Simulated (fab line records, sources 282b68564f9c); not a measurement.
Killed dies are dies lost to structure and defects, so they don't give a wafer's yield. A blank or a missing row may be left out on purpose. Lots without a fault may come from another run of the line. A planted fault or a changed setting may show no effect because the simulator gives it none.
Problem report in the 8D (eight disciplines) form, filled by code | flow rit_cmos | the parts of the form that need people (team, actions taken, sign-off) are left out

1. THE PROBLEM
ACTIVE_NITRIDE_THK at RIT_ACTIVE_THK_MEAS_04 reads a mean of 116.9 nm on 3 wafers of 1 lot; wafers without a fault read 150.1 nm with a standard deviation of 1.3. That is -26 standard deviations from the usual mean.
First seen on wafer L102.1, day 3 02:15, on film_metro-02. The record holds 33 wafers of 11 lots with a number at this step. Rule for "out", or "out of limits": more than 4 standard deviations from the usual mean. The other wafers with a number count as sound.

2. WHAT IT IS AND WHAT IT IS NOT
question                    | is                     | is not
which readings at this step | ACTIVE_NITRIDE_THK     | -
which lots                  | L102                   | L107, L109, L110, L112, L114, L118, L995, L996, L998, L999
which wafers of those lots  | all that have a number | -
read on which gauges        | film_metro-02          | film_metro-01, film_metro-03
when                        | from day 3 02:15       | up to then (12 sound wafers); but 18 sound wafers of L107, L109, L110, L112, L114, L118 came after

3. SUSPECTS, AND WHAT RULES EACH OUT
Counting: a tool at a process step up to the reading stays a suspect if it ran every lot that is out and no sound lot after the first of them.
- the gauge at RIT_ACTIVE_THK_MEAS_04: ruled out. All the wafers that are out were read on film_metro-02, but those of them that RIT_ACTIVE_CVD_03 has rows for are out there too, on other tools.
- lpcvd-02 at RIT_ACTIVE_CVD_03 (deposits Si3N4 from SiH2Cl2/NH3, target thk 150 nm, time 1500 s): kept. It ran the lot that is out, L102 (day 3 00:50), and no sound lot after that; its last sound lot up to then is L998 (day 2 03:07). Its own readings are out on those wafers: spike_tc_centre_C, spike_tc_load_C, spike_tc_source_C, susceptor_temp_C.
Left after counting: lpcvd-02 at RIT_ACTIVE_CVD_03.

4. THE CAUSE (what the simulator had put in)
Process parameter drift: lpcvd-02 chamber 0, from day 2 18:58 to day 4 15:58, at RIT_ACTIVE_CVD_03. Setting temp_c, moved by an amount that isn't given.
Counting left only this tool.

5. THE CHAIN OF EFFECTS, in route order
Each row: a reading whose mean over the struck wafers that have a number lies more than 3 standard deviations from the usual. Only readings for which the record gives a usual standard deviation are gone through. hours: the time from each lot's start at the first step in this table that gives one to its start at this step, as a median over the lots. sigmas: the change in usual standard deviations.
hours | step                   | reading            | usual      | on struck wafers | change | sigmas
0     | RIT_ACTIVE_CVD_03      | spike_tc_centre_C  | 811.9 C    | 799.9            | -12.0  | -8.0
0     | RIT_ACTIVE_CVD_03      | spike_tc_load_C    | 833.3 C    | 822.5            | -10.8  | -4.9
0     | RIT_ACTIVE_CVD_03      | spike_tc_source_C  | 831.6 C    | 818.8            | -12.8  | -5.8
0     | RIT_ACTIVE_CVD_03      | susceptor_temp_C   | 810.0 C    | 796.1            | -13.9  | -38
1     | RIT_ACTIVE_THK_MEAS_04 | ACTIVE_NITRIDE_THK | 150.1 nm   | 116.9            | -33.2  | -26
3     | RIT_ACTIVE_ETCH_13     | oes_product_au     | 0.830 a.u. | 0.719            | -0.111 | -7.4
The process steps in it:
- RIT_ACTIVE_CVD_03: deposits Si3N4 from SiH2Cl2/NH3, target thk 150 nm, time 1500 s.
- RIT_ACTIVE_ETCH_13: etches Si3N4 in SF6, stops on SiO2, time 210 s, target depth 210 nm.

6. WHAT WOULD HAVE CAUGHT IT SOONER
In this record the first reading out of limits at a measuring or inspecting step was taken at day 3 02:15, 7 hours after the fault began at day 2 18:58.
The tool's own readings at RIT_ACTIVE_CVD_03 were out on every struck wafer that the step has a row for (spike_tc_centre_C, spike_tc_load_C, spike_tc_source_C, susceptor_temp_C): an alarm limit on them would have fired on the first of those.
All the lots that are out (1) had begun RIT_ACTIVE_CVD_03 on lpcvd-02 by day 3 02:15. A hold on the tool at that time would have spared none of them.
